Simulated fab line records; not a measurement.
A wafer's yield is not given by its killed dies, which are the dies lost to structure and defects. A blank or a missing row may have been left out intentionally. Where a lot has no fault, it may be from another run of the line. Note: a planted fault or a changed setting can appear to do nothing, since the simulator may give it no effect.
Chamber matching ; flow berkeleyCmos170 ; rieDiel-04 running UCB170_M1_ETCH_11: 4 sister chambers
The step etches BARC in N2/H2. 14 wafers are shown with their chamber, then 7 later ones without.

EACH WAFER AND ITS CHAMBER
wafer;chamber;drypumpMotorCurrentA (A);throttleValvePct (%);oesProductAu (a.u.)
L887.3;2;5.8;13.49;1.031
L887.4;3;6.3;13.33;1.017
L887.5;0;6.2;13.17;0.989
L891.1;1;5.7;13.41;0.994
L891.4;2;5.8;13.52;1.020
L891.6;1;5.7;13.40;0.991
L893.1;2;5.8;13.52;1.026
L893.3;1;5.8;13.39;0.989
L893.4;0;6.2;13.17;0.975
L899.1;3;6.3;13.33;1.016
L899.2;2;5.8;13.51;1.028
L899.3;1;5.8;13.40;0.975
L900.2;3;6.3;13.35;1.011
L900.3;0;6.2;13.16;0.987

SIGNATURES (averages over the wafers above)
reading;chamber 0;chamber 1;chamber 2;chamber 3;scatter within a chamber
drypumpMotorCurrentA;6.200;5.750;5.800;6.300;0.0316
throttleValvePct;13.1667;13.4000;13.5100;13.3367;0.0106
oesProductAu;0.98367;0.98725;1.02625;1.01467;0.00643
Rule: a wafer's distance from a chamber is the root of the sum, over the readings, of the square of ((its reading less the chamber's mean) divided by the reading's scatter). If the next closest chamber is less than 2 further off than the closest, the wafer can't be placed; otherwise it belongs to the closest. How the scatter is found: for the shown wafers, subtract from each reading the mean of its chamber, square and add these, divide the total by (wafers less chambers), then take the root.

WAFERS WITHOUT THEIR CHAMBER
wafer;drypumpMotorCurrentA (A);throttleValvePct (%);oesProductAu (a.u.)
L900.4;5.7;13.42;0.989
L907.1;5.7;13.40;0.980
L907.3;6.3;13.33;1.003
L907.5;6.3;13.33;0.990
L909.2;6.3;13.33;0.995
L909.4;5.7;13.39;0.980
L909.5;6.3;13.34;1.005

THE CHAMBER EACH PASSED THROUGH
wafer;from the rows above;in truth
L900.4;1;1
L907.1;1;1
L907.3;3;3
L907.5;3;3
L909.2;3;3
L909.4;1;1
L909.5;3;3
Correct placement for 7 of the 7. Can't be placed from these rows: 0. Number placed wrongly: 0.
